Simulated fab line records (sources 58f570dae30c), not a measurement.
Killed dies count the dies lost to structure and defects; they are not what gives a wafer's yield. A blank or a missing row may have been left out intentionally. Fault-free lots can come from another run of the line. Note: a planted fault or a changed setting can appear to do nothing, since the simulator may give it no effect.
Problem report in the 8D (eight disciplines) form, filled by code -- flow berkeley cmos170 -- the parts of the form that need people (team, actions taken, sign-off) are left out

## 1. WHAT IS WRONG
V1_TEOS_THK at UCB170_V1_THK_MEAS_01 reads a mean of 2424 nm on 6 wafers of 2 lots; wafers without a fault read 1997 nm with a standard deviation of 29. That puts it +15 standard deviations away from the usual mean.
The first sign was on wafer L121.1 at day 10 19:29, on film metro-02. The record has a number at this step for 42 wafers belonging to 14 lots. Rule for "out" (also "out of limits"): further than 4 standard deviations from the usual mean. The rest of the wafers with a number are treated as sound.

## 2. WHAT THIS IS AND IS NOT
question,is,is not
which readings at this step,V1_TEOS_THK,-
which lots,"L121, L129","L109, L110, L111, L114, L116, L117, L118, L119, L122, L126, L131, L132"
which wafers of those lots,all that have a number,-
read on which gauges,film metro-02,"film metro-01, film metro-03"
when,from day 10 19:29,"up to then (27 sound wafers); but 9 sound wafers of L126, L131, L132 came after"

## 3. WHAT RULES OUT EACH SUSPECT
Counting: any tool at a process step up to the reading is kept as a suspect provided that every lot that is out went through it and no sound lot did after the first of them.
- the gauge at UCB170_V1_THK_MEAS_01 has been ruled out. All the wafers that are out were read on film metro-02, but those of them that UCB170_V1_CVD_00 has rows for are out there too, on other tools.
- pecvd-03 at UCB170_V1_CVD_00 (deposits SiO2 from TEOS/O2, target thk 2000 nm, time 250 s): kept. It ran every lot that is out, first L121 (day 10 19:20), and no sound lot after that; its last sound lot up to then is L122 (day 10 15:14). Out on those wafers are its own readings of run length s.
Remaining after the count: pecvd-03 at UCB170_V1_CVD_00.

## 4. THE CAUSE (what the simulator had put in)
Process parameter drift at UCB170_V1_CVD_00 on pecvd-03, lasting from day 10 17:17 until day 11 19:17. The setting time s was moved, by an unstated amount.
Counting left only this tool.

## 5. THE CHAIN OF EFFECTS, in route order
Each row: a reading whose mean over the struck wafers that have a number lies more than 3 standard deviations from the usual. Only readings for which the record gives a usual standard deviation are gone through. hours: the time from each lot's start at the first step in this table that gives one to its start at this step, as a median over the lots. sigmas: the change in usual standard deviations.
hours,step,reading,usual,on struck wafers,change,sigmas
0,UCB170_V1_CVD_00,run length s,277.6 s,330.9,+53.3,+80
0,UCB170_V1_THK_MEAS_01,V1_TEOS_THK,1997 nm,2424,+427,+15
It contains these process steps:
- UCB170_V1_CVD_00: deposits SiO2 from TEOS/O2, target thk 2000 nm, time 250 s.

## 6. WHAT WOULD HAVE CAUGHT IT SOONER
2 hours passed between the start of the fault at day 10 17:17 and the first reading out of limits at a measuring or inspecting step in this record, taken at day 10 19:29.
At UCB170_V1_CVD_00, the tool's own readings (run length s) were out on each struck wafer the step has a row for, so an alarm limit on them would have fired on the first such wafer.
L129, from the lots that are out (2), started UCB170_V1_CVD_00 on pecvd-03 later than day 10 19:29. A tool hold placed at that time would have kept it from harm.
